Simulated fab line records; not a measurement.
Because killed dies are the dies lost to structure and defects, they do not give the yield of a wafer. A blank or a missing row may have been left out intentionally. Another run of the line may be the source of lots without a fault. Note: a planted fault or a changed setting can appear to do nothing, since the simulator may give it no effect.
Which of the tools did it? + flow berkeleyCmos170 + Sampling: 14 lots, 42 wafers, 5 of 331 route steps

## WHAT THE GAUGES SHOWED, per wafer
UCB170_ACTIVE_THK_MEAS_03. Usual: ACTIVE_OXIDE_THK gives 26.3 nm (standard deviation 0.46).
| lot  | measured    | on           | ACTIVE_OXIDE_THK (nm) | flag |
|------|-------------|--------------|-----------------------|------|
| L367 | day 3 10:00 | filmMetro-02 | 25.9 25.9 26.0        |      |
| L369 | day 4 05:04 | filmMetro-01 | 25.8 25.8 26.2        |      |
| L370 | day 4 05:05 | filmMetro-02 | 26.1 26.2 26.1        |      |
| L372 | day 4 16:23 | filmMetro-02 | 26.3 26.4 26.5        |      |
| L371 | day 5 00:16 | filmMetro-02 | 26.9 26.9 27.3        |      |
| L373 | day 5 00:15 | filmMetro-04 | 26.5 26.7 26.5        |      |
| L374 | day 5 11:36 | filmMetro-02 | 26.7 26.6 26.4        |      |
| L376 | day 5 19:34 | filmMetro-04 | 25.5 25.6 25.3        |      |
| L378 | day 6 07:28 | filmMetro-02 | 27.1 26.5 26.8        |      |
| L380 | day 6 13:08 | filmMetro-04 | 26.4 26.6 26.7        |      |
| L382 | day 6 19:59 | filmMetro-04 | 26.7 26.1 26.2        |      |
| L383 | day 7 05:23 | filmMetro-01 | 26.1 26.6 26.3        |      |
| L384 | day 7 13:50 | filmMetro-04 | 25.4 26.0 26.0        |      |
| L388 | day 8 14:26 | filmMetro-04 | 26.6 26.6 26.7        |      |

UCB170_M2_CD_MEAS_15: the cd target is 700 nm. Usual: cdNm reads 699.9 nm (standard deviation 1.2).
| lot  | measured     | on       | cdNm (nm)         | flag |
|------|--------------|----------|-------------------|------|
| L367 | day 6 16:01  | cdSem-01 | 699.3 699.9 698.8 |      |
| L369 | day 8 01:33  | cdSem-01 | 696.2 698.4 697.9 |      |
| L370 | day 8 01:20  | cdSem-02 | 701.1 701.7 702.3 |      |
| L372 | day 8 03:55  | cdSem-02 | 700.7 699.8 700.9 |      |
| L371 | day 8 18:04  | cdSem-01 | 698.5 700.4 699.9 |      |
| L373 | day 8 17:29  | cdSem-02 | 701.2 701.1 702.1 |      |
| L374 | day 9 05:36  | cdSem-02 | 701.4 701.3 700.9 |      |
| L376 | day 9 06:35  | cdSem-02 | 700.0 699.3 699.4 |      |
| L378 | day 10 12:26 | cdSem-02 | 706.4 708.6 707.0 | OFF  |
| L380 | day 10 13:15 | cdSem-01 | 711.8 711.7 711.1 | OFF  |
| L382 | day 10 13:28 | cdSem-02 | 699.9 700.1 699.5 |      |
| L383 | day 11 02:38 | cdSem-02 | 701.7 701.8 700.1 |      |
| L384 | day 11 11:24 | cdSem-02 | 701.0 700.3 699.8 |      |
| L388 | day 12 06:59 | cdSem-01 | 698.0 698.1 698.3 |      |

UCB170_M3_OVL_MEAS_16. Usual: M3_OVL gives 0 nm (standard deviation 4.6).
| lot  | measured     | on         | M3_OVL (nm) | flag |
|------|--------------|------------|-------------|------|
| L367 | day 6 21:59  | overlay-02 | -2 -1 -7    |      |
| L369 | day 8 07:16  | overlay-02 | 1 -5 9      |      |
| L370 | day 8 07:10  | overlay-02 | 4 5 6       |      |
| L372 | day 8 09:43  | overlay-01 | 7 1 1       |      |
| L371 | day 9 00:20  | overlay-01 | 4 -2 0      |      |
| L373 | day 8 23:38  | overlay-02 | 3 1 10      |      |
| L374 | day 9 11:14  | overlay-02 | 8 5 1       |      |
| L376 | day 9 12:13  | overlay-02 | 2 5 -2      |      |
| L378 | day 10 18:18 | overlay-01 | -4 -9 -1    |      |
| L380 | day 10 19:54 | overlay-02 | 6 7 2       |      |
| L382 | day 10 20:10 | overlay-02 | -9 -4 0     |      |
| L383 | day 11 08:08 | overlay-02 | 9 2 1       |      |
| L384 | day 11 17:14 | overlay-02 | -2 8 -7     |      |
| L388 | day 12 12:16 | overlay-01 | 0 -1 6      |      |

## WHICH TOOL RAN EACH LOT (tool, then ch and the chambers of the sampled wafers, then the start)
| lot  | UCB170_PWELL_STRIP_16              | UCB170_M2_PEB_13                 |
|------|------------------------------------|----------------------------------|
| L367 | plasmaAsher-02 ch 0, day 2 19:28   | lithoTrack-02 ch 0, day 6 15:44  |
| L369 | plasmaAsher-01 ch 0,1, day 3 10:04 | lithoTrack-04 ch 0, day 8 01:17  |
| L370 | plasmaAsher-01 ch 0,1, day 3 10:11 | lithoTrack-03 ch 0, day 8 01:05  |
| L372 | plasmaAsher-02 ch 0,1, day 3 22:07 | lithoTrack-02 ch 0, day 8 03:39  |
| L371 | plasmaAsher-03 ch 0,1, day 4 07:48 | lithoTrack-04 ch 0, day 8 17:47  |
| L373 | plasmaAsher-01 ch 0,1, day 4 08:02 | lithoTrack-03 ch 0, day 8 17:12  |
| L374 | plasmaAsher-03 ch 0,1, day 4 15:28 | lithoTrack-03 ch 0, day 9 05:20  |
| L376 | plasmaAsher-03 ch 0,1, day 5 00:11 | lithoTrack-02 ch 0, day 9 06:19  |
| L378 | plasmaAsher-03 ch 0,1, day 5 10:40 | lithoTrack-04 ch 0, day 10 12:10 |
| L380 | plasmaAsher-02 ch 0,1, day 5 16:43 | lithoTrack-04 ch 0, day 10 12:59 |
| L382 | plasmaAsher-02 ch 0,1, day 5 22:20 | lithoTrack-02 ch 0, day 10 13:12 |
| L383 | plasmaAsher-03 ch 0,1, day 6 09:34 | lithoTrack-02 ch 0, day 11 02:22 |
| L384 | plasmaAsher-03 ch 0,1, day 6 14:46 | lithoTrack-02 ch 0, day 11 11:02 |
| L388 | plasmaAsher-01 ch 0,1, day 7 15:58 | lithoTrack-03 ch 0, day 12 06:43 |
- UCB170_PWELL_STRIP_16: strips in O2.
- UCB170_M2_PEB_13

## WHAT THE TOOLS THEMSELVES READ (means of the sampled wafers that have a number; where no wafer has one, the mark that the record gives instead)
UCB170_PWELL_STRIP_16. Usual: chamberPressureMTorr 3500 mTorr, standard deviation 8.8; drypumpMotorCurrentA 5.9 A, standard deviation 0.37; oesProductAu 0.721 a.u., standard deviation 0.0051; stripTimeToEndpointS 18.10 s, standard deviation 0.11.
| lot  | tool           | chamberPressureMTorr (mTorr) | drypumpMotorCurrentA (A) | oesProductAu (a.u.) | stripTimeToEndpointS (s) | flag |
|------|----------------|------------------------------|--------------------------|---------------------|--------------------------|------|
| L367 | plasmaAsher-02 | 3502                         | 6.3                      | 0.724               | 18.20                    |      |
| L369 | plasmaAsher-01 | 3501                         | 5.5                      | 0.721               | 18.13                    |      |
| L370 | plasmaAsher-01 | 3498                         | 5.8                      | 0.719               | 18.00                    |      |
| L372 | plasmaAsher-02 | 3498                         | 5.7                      | 0.718               | 18.21                    |      |
| L371 | plasmaAsher-03 | 3499                         | 6.1                      | 0.721               | 18.04                    |      |
| L373 | plasmaAsher-01 | 3502                         | 5.7                      | 0.718               | 18.19                    |      |
| L374 | plasmaAsher-03 | 3501                         | 6.0                      | 0.718               | 18.03                    |      |
| L376 | plasmaAsher-03 | 3497                         | 6.1                      | 0.720               | 18.19                    |      |
| L378 | plasmaAsher-03 | 3502                         | 6.0                      | 0.718               | 18.14                    |      |
| L380 | plasmaAsher-02 | 3469                         | 5.7                      | 0.727               | 18.02                    | OFF  |
| L382 | plasmaAsher-02 | 3498                         | 6.0                      | 0.726               | 17.92                    |      |
| L383 | plasmaAsher-03 | 3503                         | 6.1                      | 0.724               | 18.01                    |      |
| L384 | plasmaAsher-03 | 3499                         | 6.1                      | 0.716               | 18.21                    |      |
| L388 | plasmaAsher-01 | 3500                         | 5.8                      | 0.724               | 18.17                    |      |

UCB170_M2_PEB_13. Usual: heaterPowerTotalW reads 56.81 W (standard deviation 0.049).
| lot  | tool          | heaterPowerTotalW (W) | flag |
|------|---------------|-----------------------|------|
| L367 | lithoTrack-02 | 56.80                 |      |
| L369 | lithoTrack-04 | 56.78                 |      |
| L370 | lithoTrack-03 | 56.79                 |      |
| L372 | lithoTrack-02 | 56.84                 |      |
| L371 | lithoTrack-04 | 56.82                 |      |
| L373 | lithoTrack-03 | 56.85                 |      |
| L374 | lithoTrack-03 | 56.84                 |      |
| L376 | lithoTrack-02 | 56.81                 |      |
| L378 | lithoTrack-04 | 59.76                 | OFF  |
| L380 | lithoTrack-04 | 59.72                 | OFF  |
| L382 | lithoTrack-02 | 56.78                 |      |
| L383 | lithoTrack-02 | 56.83                 |      |
| L384 | lithoTrack-02 | 56.78                 |      |
| L388 | lithoTrack-03 | 56.80                 |      |

## THE ANSWER, worked out from the rows above alone
Rule: lot off if the mean of its wafers having a number is beyond 3 standard deviations from the usual mean. Also off: a lot with no number at a reading for which 4 or more lots have one. All remaining lots with rows at the step are treated as sound. First the gauges in route order, then the tools' own readings, where a lot's mean is used as printed above. The first step at which some lot is off is used, and at that step the reading that is off furthest; a lot without a number counts as furthest.
Off, at UCB170_M2_CD_MEAS_15 on cdNm: L378, L380.
If a tool, at a process step before that reading, ran all the lots that are off and no sound lot after the first of them, it fits. Not tried: the gauges at UCB170_M2_CD_MEAS_15; whatever is off there is also off at UCB170_M2_PEB_13, on other tools, and gauge error can't account for it. One candidate fits, namely lithoTrack-04 at UCB170_M2_PEB_13. A fault onset in the window from L371 (day 8 17:47, its last sound lot) to L378 (day 10 12:10, its first lot off) fits.
On the lots that are off, the tool's own readings at UCB170_M2_PEB_13 differ by more than 5 times the standard deviation of the sound lots' means, which bears it out; heaterPowerTotalW reads 59.74 W there versus 56.81 W on the sound lots.

## WHAT THE SIMULATOR PUT IN
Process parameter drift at UCB170_M2_PEB_13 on lithoTrack-04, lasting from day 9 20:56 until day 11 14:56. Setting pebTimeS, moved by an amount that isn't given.
Struck lots among those shown: L378, L380. This agrees with what the rule above found.
